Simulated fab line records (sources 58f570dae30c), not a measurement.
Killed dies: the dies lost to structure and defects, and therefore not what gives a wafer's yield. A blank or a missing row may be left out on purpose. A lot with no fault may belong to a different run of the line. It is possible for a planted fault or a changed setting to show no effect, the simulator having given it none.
Commonality check across tools ; flow berkeleyCmos170 ; 14 lots and 42 wafers in the sample

== REASON FOR OPENING ==
Of 14 lots, 2 have the reading NWELL_TW flagged at UCB170_NWELL_TW_MEAS_16. Fault-free wafers read 1245, with a standard deviation of 4.7.
Rule: a lot is flagged in two cases, either no wafer of it has a number, or all its wafers with numbers fall more than 4 standard deviations from that mean. The other lots count as sound.

lot;measured;on;NWELL_TW, wafer by wafer;flag
L829;day 2 17:33;filmMetro-01;1241 1248 1249;
L831;day 2 22:17;filmMetro-02;1249 1253 1252;
L832;day 3 06:46;filmMetro-04;1247 1245 1249;
L833;day 3 09:13;filmMetro-04;1246 1250 1244;
L834;day 3 16:26;filmMetro-02;1244 1247 1240;
L835;day 3 16:43;filmMetro-02;1251 1242 1247;
L836;day 4 03:11;filmMetro-04;1251 1244 1242;
L837;day 4 03:25;filmMetro-04;1247 1249 1246;
L840;day 4 15:58;filmMetro-02;1249 1244 1245;
L843;day 5 07:37;filmMetro-02;1246 1245 1243;
L845;day 5 19:07;filmMetro-04;1238 1251 1247;
L846;day 6 02:48;filmMetro-01;1375 1374 1379;FLAGGED
L847;day 6 03:03;filmMetro-04;1246 1244 1244;
L850;day 6 20:38;filmMetro-04;1378 1384 1372;FLAGGED
The numbers of the flagged lots are 1377 on average: +132 against the usual, or +28 standard deviations.

== WHICH TOOL EACH LOT WENT THROUGH ==
The record holds 2 process steps before the reading, out of a route of 331 steps. Cell contents, in order: the tool; ch with the chambers the sampled wafers went through; the start.
lot;flag;UCB170_ZERO_ETCH_06;UCB170_NWELL_IMPLANT_14
L829;;rieDiel-03 ch 1,2,3, day 2 03:56;implanter-02 ch 0, day 2 17:19
L831;;rieDiel-02 ch 0,1,2, day 2 11:41;implanter-03 ch 0, day 2 22:04
L832;;rieDiel-02 ch 0,3, day 2 18:09;implanter-03 ch 0, day 3 06:31
L833;;rieDiel-03 ch 0,1, day 2 22:20;implanter-03 ch 0, day 3 08:58
L834;;rieDiel-02 ch 0,1,3, day 3 02:19;implanter-04 ch 0, day 3 16:11
L835;;rieDiel-03 ch 0,1, day 3 05:01;implanter-03 ch 0, day 3 16:28
L836;;rieDiel-03 ch 0,2,3, day 3 13:13;implanter-03 ch 0, day 4 02:56
L837;;rieDiel-03 ch 0,3, day 3 15:01;implanter-02 ch 0, day 4 03:11
L840;;rieDiel-03 ch 1,3, day 4 05:04;implanter-04 ch 0, day 4 15:44
L843;;rieDiel-04 ch 0,1,2, day 4 21:33;implanter-03 ch 0, day 5 07:23
L845;;rieDiel-04 ch 0,3, day 5 10:59;implanter-03 ch 0, day 5 18:52
L846;FLAGGED;rieDiel-03 ch 0,1,2, day 5 12:54;implanter-03 ch 0, day 6 02:35
L847;;rieDiel-03 ch 1,2,3, day 5 14:58;implanter-04 ch 0, day 6 02:49
L850;FLAGGED;rieDiel-02 ch 0,1,3, day 6 06:40;implanter-03 ch 0, day 6 20:17
These steps, and what they do:
- UCB170_ZERO_ETCH_06: etches SiO2 in CHF3/CF4/Ar, time 12 s.
- UCB170_NWELL_IMPLANT_14
- UCB170_NWELL_TW_MEAS_16

== FLAGGED OVER TOTAL, TOOL BY TOOL (the gauges that took the reading come last) ==
step;tool;lots run;flagged;share of the flagged lots;sound lots run after its first flagged lot
UCB170_ZERO_ETCH_06;rieDiel-02;4;1;some;0
UCB170_ZERO_ETCH_06;rieDiel-03;8;1;some;1 (L847)
UCB170_ZERO_ETCH_06;rieDiel-04;2;0;none;-
UCB170_NWELL_IMPLANT_14;implanter-02;2;0;none;-
UCB170_NWELL_IMPLANT_14;implanter-03;9;2;all;0
UCB170_NWELL_IMPLANT_14;implanter-04;3;0;none;-
UCB170_NWELL_TW_MEAS_16;filmMetro-01;2;1;some;0
UCB170_NWELL_TW_MEAS_16;filmMetro-02;5;0;none;-
UCB170_NWELL_TW_MEAS_16;filmMetro-04;7;1;some;0

== WHAT THE TABLE PERMITS ==
Rows of the table that ran each flagged lot: 1, that is implanter-03 at UCB170_NWELL_IMPLANT_14.
- implanter-03 at UCB170_NWELL_IMPLANT_14 ran 9 lots, 2 of them flagged. A fault beginning between L845 (day 5 18:52), its last sound lot, and L846 (day 6 02:35), its first flagged one, fits the data. Its own readings (doseIonsCm2, faradayCurrentUA) fall more than 4 standard deviations out on all wafers of the flagged lots.
implanter-03 at UCB170_NWELL_IMPLANT_14 is the single tool remaining.

== WHAT THE SIMULATOR PUT IN ==
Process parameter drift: implanter-03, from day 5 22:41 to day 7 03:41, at UCB170_NWELL_IMPLANT_14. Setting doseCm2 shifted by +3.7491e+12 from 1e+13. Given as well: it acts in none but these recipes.
Shown lots that were struck: L846, L850. The rule above found the same.
